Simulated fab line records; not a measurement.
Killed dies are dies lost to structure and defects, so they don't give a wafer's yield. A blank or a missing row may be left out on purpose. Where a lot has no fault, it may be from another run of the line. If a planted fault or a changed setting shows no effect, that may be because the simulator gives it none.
fab line records ; flow ritCmos
record lots=5; wafers=15; lastDay=6
route steps=202 shown M1@186
lots that met no fault: from a run of the same line without faults
startH: start of the lot's first displayed wafer, in hours after the record's first day ; waitH: how many hours have passed since the lot's step before this one ; " the same as in the row above ; L1.1+2: a row that stands for several wafers ; - no value, or no start was given ; * or withheld: withheld ; < > ~ a bound
route shown NAME@n: a module of which the file shows steps, and the number in the route of the first ; usual: the fault-free wafers' mean and standard deviation ; same: alike in all rows ; chamber/n: place in a boat ; sites: each site's reading ; _std_site: standard deviation of those values ; _edge_site: mean of outer sites minus mean of inner sites ; radiusMm: for every site, how far away it sits from the centre of the wafer ; mask NAME#n: copy n ; behind: the last tool/chamber to shape the wafer ; hold: why the lot was held/for how many hours/how that ended ; device: names the non-switching transistor (n, p or np) ; end of line: the tests these same wafers got at the end of their route ; a step without rows: its recipe alone ; killed: dies that structure and defects cost at the first sort, which is not the same as the wafer's yield ; map: a wafer's dies, x killed, . not, _ none there
set.NAME: the run value of the setting; set.NAME@STEP: its run value at that earlier step ; model.NAME: the simulator's own value behind a step, which no gauge read
lots seen at some steps along the route; tables by step, rows by wafer
services: a tool's chamber out of use, with start hour (startH, from the record's first day; less than 0 if before it), hours out, and reason
## steps
# step RIT_M1_THK_MEAS_02
# recipe thkMeasGauge=xrf; reads=Al_of_M1_SPUTTER_00
# usual M1_AL_THK=399/6.5
lot.wafer;tool;chamber;startH;waitH;M1_AL_THK[nm]
L077.2;filmMetro-02;-;68.33;0.1;395
L077.3;filmMetro-02;-;68.33;0.1;400
L077.4;filmMetro-02;-;68.33;0.1;397
L080.4;filmMetro-04;-;84.50;0.1;399
L080.5;filmMetro-04;-;84.50;0.1;390
L080.6;filmMetro-04;-;84.50;0.1;400
L083.2;filmMetro-02;-;99.01;0.1;399
L083.3;filmMetro-02;-;99.01;0.1;391
L083.5;filmMetro-02;-;99.01;0.1;392
L087.2;filmMetro-03;-;119.25;0.1;408
L087.3;filmMetro-03;-;119.25;0.1;408
L087.4;filmMetro-03;-;119.25;0.1;407
L093.1;filmMetro-02;-;147.54;0.1;401
L093.2;filmMetro-02;-;147.54;0.1;399
L093.4;filmMetro-02;-;147.54;0.1;408
# step RIT_M1_HMDS_03
# recipe primeTimeS=60; primeTempC=140
# usual resistLineTempC=23.01/0.098
lot.wafer;tool;chamber;startH;waitH;resistLineTempC
L077.2;lithoTrack-01;0;68.40;0.1;23.06
L077.3;lithoTrack-01;0;68.40;0.1;23.09
L077.4;lithoTrack-01;0;68.40;0.1;23.04
L080.4;lithoTrack-01;0;84.60;0.1;23.09
L080.5;lithoTrack-01;0;84.60;0.1;22.98
L080.6;lithoTrack-01;0;84.60;0.1;22.95
L083.2;lithoTrack-03;0;99.09;0.1;22.89
L083.3;lithoTrack-03;0;99.09;0.1;22.82
L083.5;lithoTrack-03;0;99.09;0.1;22.97
L087.2;lithoTrack-01;0;119.32;0.1;22.92
L087.3;lithoTrack-01;0;119.32;0.1;22.88
L087.4;lithoTrack-01;0;119.32;0.1;22.97
L093.1;lithoTrack-01;0;147.60;0.1;23.09
L093.2;lithoTrack-01;0;147.60;0.1;22.84
L093.4;lithoTrack-01;0;147.60;0.1;23.10
# step RIT_M1_COAT_04
# recipe resist=NOVOLAK; spinRpm=2000; resistThkNm=1322
# usual resistLineTempC=23.01/0.11; spinSpeedRpm=1999.9/1.5
lot.wafer;tool;chamber;startH;waitH;resistLineTempC;spinSpeedRpm
L077.2;lithoTrack-01;0;68.55;0.1;22.95;2000.4
L077.3;lithoTrack-01;0;68.55;0.1;23.07;1999.5
L077.4;lithoTrack-01;0;68.55;0.1;22.96;2002.1
L080.4;lithoTrack-01;0;84.75;0.1;22.93;2000.6
L080.5;lithoTrack-01;0;84.75;0.1;22.81;2000.9
L080.6;lithoTrack-01;0;84.75;0.1;22.96;1999.6
L083.2;lithoTrack-03;0;99.24;0.1;23.02;1999.4
L083.3;lithoTrack-03;0;99.24;0.1;22.98;2000.3
L083.5;lithoTrack-03;0;99.24;0.1;23.11;1999.5
L087.2;lithoTrack-01;0;119.47;0.1;22.97;1999.1
L087.3;lithoTrack-01;0;119.47;0.1;22.88;1999.9
L087.4;lithoTrack-01;0;119.47;0.1;23.09;1996.9
L093.1;lithoTrack-01;0;147.75;0.1;23.10;2001.3
L093.2;lithoTrack-01;0;147.75;0.1;23.10;2000.7
L093.4;lithoTrack-01;0;147.75;0.1;23.15;2000.3
# step RIT_M1_SOFTBAKE_05
# recipe resist=NOVOLAK; tempC=90; timeS=60
# usual plateTempC=89.99/0.14; resistLineTempC=23.01/0.1
lot.wafer;tool;chamber;startH;waitH;plateTempC;resistLineTempC
L077.2;lithoTrack-01;0;68.70;0.1;89.94;22.97
L077.3;lithoTrack-01;0;68.70;0.1;89.88;23.21
L077.4;lithoTrack-01;0;68.70;0.1;90.02;23.08
L080.4;lithoTrack-01;0;84.90;0.1;89.77;23.07
L080.5;lithoTrack-01;0;84.90;0.1;89.81;23.01
L080.6;lithoTrack-01;0;84.90;0.1;89.54;23.09
L083.2;lithoTrack-03;0;99.39;0.1;90.07;23.07
L083.3;lithoTrack-03;0;99.39;0.1;90.13;23.21
L083.5;lithoTrack-03;0;99.39;0.1;90.13;22.98
L087.2;lithoTrack-01;0;119.62;0.1;89.93;23.06
L087.3;lithoTrack-01;0;119.62;0.1;90.04;23.09
L087.4;lithoTrack-01;0;119.62;0.1;90.00;23.04
L093.1;lithoTrack-01;0;147.90;0.1;89.82;23.09
L093.2;lithoTrack-01;0;147.90;0.1;89.78;22.95
L093.4;lithoTrack-01;0;147.90;0.1;89.90;22.97
# step RIT_M1_EXPOSE_06
# recipe maskId=M12; na=0.6; sourceShape=conventional; sigmaOuter=0.5; targetCdNm=2600; doseMj=250
# usual focusOffsetNm=0.0/0.48; stageVelMmS=499.97/0.24
lot.wafer;tool;chamber;startH;waitH;mask;focusOffsetNm;stageVelMmS
L077.2;ilineStepper-02;0;68.97;0.2;M12#0;-0.4;500.20
L077.3;ilineStepper-02;0;68.97;0.2;M12#0;-0.4;499.93
L077.4;ilineStepper-02;0;68.97;0.2;M12#0;0.2;499.98
L080.4;ilineStepper-02;0;85.16;0.2;M12#0;0.9;500.46
L080.5;ilineStepper-02;0;85.16;0.2;M12#0;-0.1;500.19
L080.6;ilineStepper-02;0;85.16;0.2;M12#0;-0.1;499.92
L083.2;ilineStepper-02;0;99.53;0.1;M12#0;0.5;499.95
L083.3;ilineStepper-02;0;99.53;0.1;M12#0;0.1;499.94
L083.5;ilineStepper-02;0;99.53;0.1;M12#0;0.2;499.98
L087.2;ilineStepper-02;0;119.89;0.2;M12#0;0.1;500.00
L087.3;ilineStepper-02;0;119.89;0.2;M12#0;0.8;500.18
L087.4;ilineStepper-02;0;119.89;0.2;M12#0;0.5;500.02
L093.1;ilineStepper-02;0;148.17;0.2;M12#0;0.1;500.29
L093.2;ilineStepper-02;0;148.17;0.2;M12#0;0.8;499.93
L093.4;ilineStepper-02;0;148.17;0.2;M12#0;-0.2;499.75
# step RIT_M1_PEB_07
# recipe resist=NOVOLAK; tempC=withheld; timeS=withheld
# usual resistLineTempC=*
lot.wafer;tool;chamber;startH;waitH;resistLineTempC
L077.2;lithoTrack-03;0;69.09;0.1;*
L077.3;lithoTrack-03;0;69.09;0.1;*
L077.4;lithoTrack-03;0;69.09;0.1;*
L080.4;lithoTrack-03;0;85.30;0.1;*
L080.5;lithoTrack-03;0;85.30;0.1;*
L080.6;lithoTrack-03;0;85.30;0.1;*
L083.2;lithoTrack-03;0;99.66;0.1;*
L083.3;lithoTrack-03;0;99.66;0.1;*
L083.5;lithoTrack-03;0;99.66;0.1;*
L087.2;lithoTrack-04;0;120.01;0.1;*
L087.3;lithoTrack-04;0;120.01;0.1;*
L087.4;lithoTrack-04;0;120.01;0.1;*
L093.1;lithoTrack-04;0;148.29;0.1;*
L093.2;lithoTrack-04;0;148.29;0.1;*
L093.4;lithoTrack-04;0;148.29;0.1;*
# step RIT_M1_DEVELOP_08
# recipe resist=NOVOLAK; developTimeS=68; devTempC=23
# usual resistLineTempC=23.01/0.11
# same developTimeS=68
lot.wafer;tool;chamber;startH;waitH;resistLineTempC
L077.2;lithoTrack-03;0;-;-;22.87
L077.3;lithoTrack-03;0;-;-;23.11
L077.4;lithoTrack-03;0;-;-;23.05
L080.4;lithoTrack-03;0;-;-;22.99
L080.5;lithoTrack-03;0;-;-;23.15
L080.6;lithoTrack-03;0;-;-;23.01
L083.2;lithoTrack-03;0;-;-;22.98
L083.3;lithoTrack-03;0;-;-;23.02
L083.5;lithoTrack-03;0;-;-;22.72
L087.2;lithoTrack-04;0;-;-;23.01
L087.3;lithoTrack-04;0;-;-;23.10
L087.4;lithoTrack-04;0;-;-;23.03
L093.1;lithoTrack-04;0;-;-;22.96
L093.2;lithoTrack-04;0;-;-;23.11
L093.4;lithoTrack-04;0;-;-;23.14
# step RIT_M1_CD_MEAS_09
# recipe targetCdNm=2600
# usual cdNm=2599.7/2
lot.wafer;tool;chamber;startH;waitH;cdNm
L077.2;cdSem-02;-;69.40;-;2598.6
L077.3;cdSem-02;-;69.40;-;2598.3
L077.4;cdSem-02;-;69.40;-;2598.5
L080.4;cdSem-02;-;85.59;-;2600.0
L080.5;cdSem-02;-;85.59;-;2597.4
L080.6;cdSem-02;-;85.59;-;2600.3
L083.2;cdSem-02;-;99.96;-;2602.4
L083.3;cdSem-02;-;99.96;-;2601.0
L083.5;cdSem-02;-;99.96;-;2601.8
L087.2;cdSem-02;-;120.32;-;2599.3
L087.3;cdSem-02;-;120.32;-;2596.8
L087.4;cdSem-02;-;120.32;-;2596.5
L093.1;cdSem-02;-;148.60;-;2598.8
L093.2;cdSem-02;-;148.60;-;2597.9
L093.4;cdSem-02;-;148.60;-;2598.6
# step RIT_M1_OVL_MEAS_10
# usual M1_OVL=1.1/1.7
lot.wafer;tool;chamber;startH;waitH;M1_OVL[nm]
L077.2;overlay-02;-;69.51;0.1;3.0
L077.3;overlay-02;-;69.51;0.1;0.0
L077.4;overlay-02;-;69.51;0.1;2.7
L080.4;overlay-01;-;85.67;0.1;2.0
L080.5;overlay-01;-;85.67;0.1;3.2
L080.6;overlay-01;-;85.67;0.1;2.0
L083.2;overlay-01;-;100.07;0.1;0.9
L083.3;overlay-01;-;100.07;0.1;1.2
L083.5;overlay-01;-;100.07;0.1;2.2
L087.2;overlay-01;-;120.43;0.1;0.1
L087.3;overlay-01;-;120.43;0.1;0.0
L087.4;overlay-01;-;120.43;0.1;1.4
L093.1;overlay-01;-;148.72;0.1;-0.6
L093.2;overlay-01;-;148.72;0.1;1.1
L093.4;overlay-01;-;148.72;0.1;2.1
# step RIT_M1_HARDBAKE_11
# recipe resist=NOVOLAK; tempC=140; timeS=120
# usual plateTempC=139.99/0.14; resistLineTempC=23.00/0.1
lot.wafer;tool;chamber;startH;waitH;plateTempC;resistLineTempC
L077.2;lithoTrack-03;0;69.58;0.1;139.76;22.94
L077.3;lithoTrack-03;0;69.58;0.1;139.97;22.90
L077.4;lithoTrack-03;0;69.58;0.1;139.90;23.02
L080.4;lithoTrack-04;0;85.82;0.1;140.10;22.95
L080.5;lithoTrack-04;0;85.82;0.1;140.04;23.02
L080.6;lithoTrack-04;0;85.82;0.1;139.92;23.02
L083.2;lithoTrack-01;0;100.14;0.1;140.10;22.97
L083.3;lithoTrack-01;0;100.14;0.1;140.12;22.84
L083.5;lithoTrack-01;0;100.14;0.1;140.22;23.04
L087.2;lithoTrack-01;0;120.50;0.1;140.02;22.93
L087.3;lithoTrack-01;0;120.50;0.1;139.93;23.13
L087.4;lithoTrack-01;0;120.50;0.1;139.88;23.04
L093.1;lithoTrack-03;0;148.76;0.0;140.00;22.93
L093.2;lithoTrack-03;0;148.76;0.0;139.90;23.01
L093.4;lithoTrack-03;0;148.76;0.0;139.89;23.00
# step RIT_M1_METAL_ETCH_12
# recipe stopOn=SiO2; chemistry=Cl2/BCl3; target=Al; timeS=165; overEtchFrac=0.5; pressureMtorr=100; targetDepthA=6000; rfW=250; Cl2_flow_sccm=60; bcl3FlowSccm=50
# usual drypumpMotorCurrentA=5.76/0.22; oesProductAu=0.786/0.014; throttleValvePct=8.23/0.1
lot.wafer;tool;chamber;startH;waitH;drypumpMotorCurrentA;oesProductAu;rfHoursCounterH;throttleValvePct
L077.2;rieMetal-02;0;69.79;0.2;5.33;0.781;3;8.28
L077.3;rieMetal-02;1;69.79;0.2;5.74;0.794;-;8.08
L077.4;rieMetal-02;0;69.79;0.2;5.36;0.781;-;8.28
L080.4;rieMetal-02;0;85.99;0.1;5.33;0.796;-;8.30
L080.5;rieMetal-02;0;85.99;0.1;5.34;0.779;-;8.26
L080.6;rieMetal-02;1;85.99;0.1;5.70;0.803;-;8.07
L083.2;rieMetal-02;0;100.35;0.2;5.34;0.786;3;8.27
L083.3;rieMetal-02;1;100.35;0.2;5.72;0.789;-;8.08
L083.5;rieMetal-02;0;100.35;0.2;5.35;0.782;-;8.28
L087.2;rieMetal-03;0;120.71;0.2;5.73;0.788;1;8.17
L087.3;rieMetal-03;1;120.71;0.2;5.81;0.781;-;8.31
L087.4;rieMetal-03;0;120.71;0.2;5.71;0.787;-;8.17
L093.1;rieMetal-02;1;149.01;0.2;5.74;0.813;4;8.08
L093.2;rieMetal-02;1;149.01;0.2;5.75;0.809;-;8.08
L093.4;rieMetal-02;1;149.01;0.2;5.73;0.808;-;8.08
# step RIT_M1_STRIP_13
# recipe chemistry=nmp; resist=NOVOLAK; tempC=80; timeS=600; dry=n2Spin
lot.wafer;tool;chamber;startH;waitH
L077.2+3+4;wetBench-01;2;69.95;0.1
L080.4+5+6;wetBench-02;2;86.10;0.1
L083.2+3+5;wetBench-03;3;100.51;0.1
L087.2+3+4;wetBench-02;1;120.87;0.1
L093.1+2+4;wetBench-03;0;149.33;0.3
# step RIT_M1_STRIP_14
# recipe chemistry=O2; timeS=180; platenTempC=withheld; powerW=500; pressureMtorr=4000; o2FlowSccm=4000
# usual drypumpMotorCurrentA=5.5/0.52
lot.wafer;tool;chamber;startH;waitH;drypumpMotorCurrentA;rfHoursCounterH
L077.2;plasmaAsher-02;1;70.12;0.0;4.9;29
L077.3;plasmaAsher-02;0;70.12;0.0;5.1;-
L077.4;plasmaAsher-02;1;70.12;0.0;4.9;-
L080.4;plasmaAsher-02;1;86.35;0.1;4.9;-
L080.5;plasmaAsher-02;1;86.35;0.1;4.9;-
L080.6;plasmaAsher-02;0;86.35;0.1;5.1;-
L083.2;plasmaAsher-03;0;100.69;0.0;5.8;47
L083.3;plasmaAsher-03;0;100.69;0.0;5.8;-
L083.5;plasmaAsher-03;1;100.69;0.0;6.1;-
L087.2;plasmaAsher-02;0;121.06;0.0;5.1;34
L087.3;plasmaAsher-02;0;121.06;0.0;5.1;-
L087.4;plasmaAsher-02;1;121.06;0.0;4.9;-
L093.1;plasmaAsher-03;1;149.52;0.0;6.1;52
L093.2;plasmaAsher-03;0;149.52;0.0;5.8;52
L093.4;plasmaAsher-03;0;149.52;0.0;5.8;-
# step RIT_M1_CD_MEAS_90
# recipe targetCdNm=2600
# usual cdNm=2599.5/2.8
lot.wafer;tool;chamber;startH;waitH;cdNm
L077.2;cdSem-01;-;70.32;0.1;2600.0
L077.3;cdSem-01;-;70.32;0.1;2597.4
L077.4;cdSem-01;-;70.32;0.1;2599.9
L080.4;cdSem-02;-;86.53;0.1;2602.9
L080.5;cdSem-02;-;86.53;0.1;2599.0
L080.6;cdSem-02;-;86.53;0.1;2598.7
L083.2;cdSem-02;-;100.88;0.1;2603.0
L083.3;cdSem-02;-;100.88;0.1;2599.1
L083.5;cdSem-02;-;100.88;0.1;2603.2
L087.2;cdSem-02;-;121.25;0.1;2596.2
L087.3;cdSem-02;-;121.25;0.1;2597.0
L087.4;cdSem-02;-;121.25;0.1;2593.5
L093.1;cdSem-02;-;149.70;0.1;2600.2
L093.2;cdSem-02;-;149.70;0.1;2598.5
L093.4;cdSem-02;-;149.70;0.1;2599.6
# step RIT_M1_ANNEAL_15
# recipe tempC=450; timeS=1777; ambient=forming_gas_H2N2
# usual zonePowerSourcePct=6.9/0.46
lot.wafer;tool;chamber;startH;waitH;zonePowerSourcePct
L077.2;-;-;70.42;0.1;6.5
L077.3;-;-;70.42;0.1;6.6
L077.4;-;-;70.42;0.1;6.6
L080.4;-;-;87.18;0.6;6.7
L080.5;-;-;87.18;0.6;6.7
L080.6;-;-;87.18;0.6;6.8
L083.2;-;-;100.98;0.1;7.8
L083.3;-;-;100.98;0.1;7.7
L083.5;-;-;100.98;0.1;7.5
L087.2;-;-;121.35;0.1;6.8
L087.3;-;-;121.35;0.1;6.6
L087.4;-;-;121.35;0.1;6.6
L093.1;-;-;149.85;0.1;6.7
L093.2;-;-;149.85;0.1;6.6
L093.4;-;-;149.85;0.1;6.5
# step RIT_M1_BOW_MEAS_16
# recipe mode=bow
# usual M1_BOW=17/5.9
lot.wafer;tool;chamber;startH;waitH;M1_BOW[um]
L077.2;filmMetro-04;-;71.94;0.0;16
L077.3;filmMetro-04;-;71.94;0.0;2
L077.4;filmMetro-04;-;71.94;0.0;13
L080.4;filmMetro-04;-;88.74;0.1;13
L080.5;filmMetro-04;-;88.74;0.1;24
L080.6;filmMetro-04;-;88.74;0.1;17
L083.2;filmMetro-03;-;102.50;0.0;9
L083.3;filmMetro-03;-;102.50;0.0;18
L083.5;filmMetro-03;-;102.50;0.0;19
L087.2;filmMetro-03;-;122.87;0.0;11
L087.3;filmMetro-03;-;122.87;0.0;20
L087.4;filmMetro-03;-;122.87;0.0;13
L093.1;filmMetro-04;-;151.35;0.0;20
L093.2;filmMetro-04;-;151.35;0.0;15
L093.4;filmMetro-04;-;151.35;0.0;29
# step RIT_M1_PROBE_99
# usual defectLimitedYield=97.4/1.2; killed_at_M0_to_M3=0.0/0.12; killedAtFrontEnd=7/3; killedDies=7/3; killedOpen=3.5/2; killedShort=3.4/2; sort_bin_3_pad_short=0.1/0.19; sort_bin_5_function=1.5/0.77; sort_bin_6_memory=1.0/0.7; sortNPass=257/3; sortYieldPct=97.4/1.2
# same grossDies=264; killed_at_M4_up=0; killedAtBackSide=0; killedAtContacts=0; killedAtOther=0
lot.wafer;tool;chamber;startH;waitH;defectLimitedYield[%];killed_at_M0_to_M3;killedAtFrontEnd;killedDies;killedOpen;killedShort;sort_bin_3_pad_short[%];sort_bin_5_function[%];sort_bin_6_memory[%];sortNPass;sortYieldPct[%]
L083.2;prober-02;-;102.65;0.1;97.3;0;7;7;4;3;0.4;0.8;1.5;257;97.3
L083.3;prober-02;-;102.70;0.2;95.8;0;11;11;7;4;0;1.5;2.7;253;95.8
L083.5;prober-02;-;102.80;0.2;96.6;0;9;9;6;3;0.4;1.9;1.1;255;96.6
L087.2;prober-02;-;123.02;0.1;97.3;1;6;7;5;2;0;1.5;1.1;257;97.3
L087.3;prober-02;-;123.07;0.2;98.1;0;5;5;3;2;0;1.5;0.4;259;98.1
L087.4;prober-02;-;123.12;0.2;98.5;0;4;4;4;0;0;1.1;0.4;260;98.5
# killed by level:class
L083.2 SILICIDE:geometricParticle:short=3 SPACER:geometricParticle:open=2 SILICIDE:geometricParticle:open=2
L083.3 SILICIDE:geometricParticle:open=3 GATE:geometricParticle:open=2 GATE:geometricParticle:short=2 REOX:geometricParticle:open=2 SILICIDE:geometricParticle:short=2
L083.5 GATE:geometricParticle:open=2 SPACER:geometricParticle:short=2 SILICIDE:geometricParticle:open=2 FOX1:geometricParticle:open=1 FOX2:geometricParticle:open=1 FOX2:geometricParticle:short=1
L087.2 GATE:geometricParticle:open=2 GATE:geometricParticle:short=1 REOX:geometricParticle:open=1 SPACER:geometricParticle:open=1 SPACER:geometricParticle:short=1 M1:geometricParticle:open=1
L087.3 SPACER:geometricParticle:open=2 FOX2:geometricParticle:short=1 GATE:geometricParticle:open=1 REOX:geometricParticle:short=1
L087.4 SPACER:geometricParticle:open=2 FOX1:geometricParticle:open=1 REOX:geometricParticle:open=1
## services
tool;chamber;startH;hours;kind
plasmaAsher-02;-;106.27;1.4;repair
rieMetal-02;0;139.27;33.5;repair
furnace-01;-;146.02;3.8;pm
furnace-03;-;148.64;3.6;pm
## key
fault none
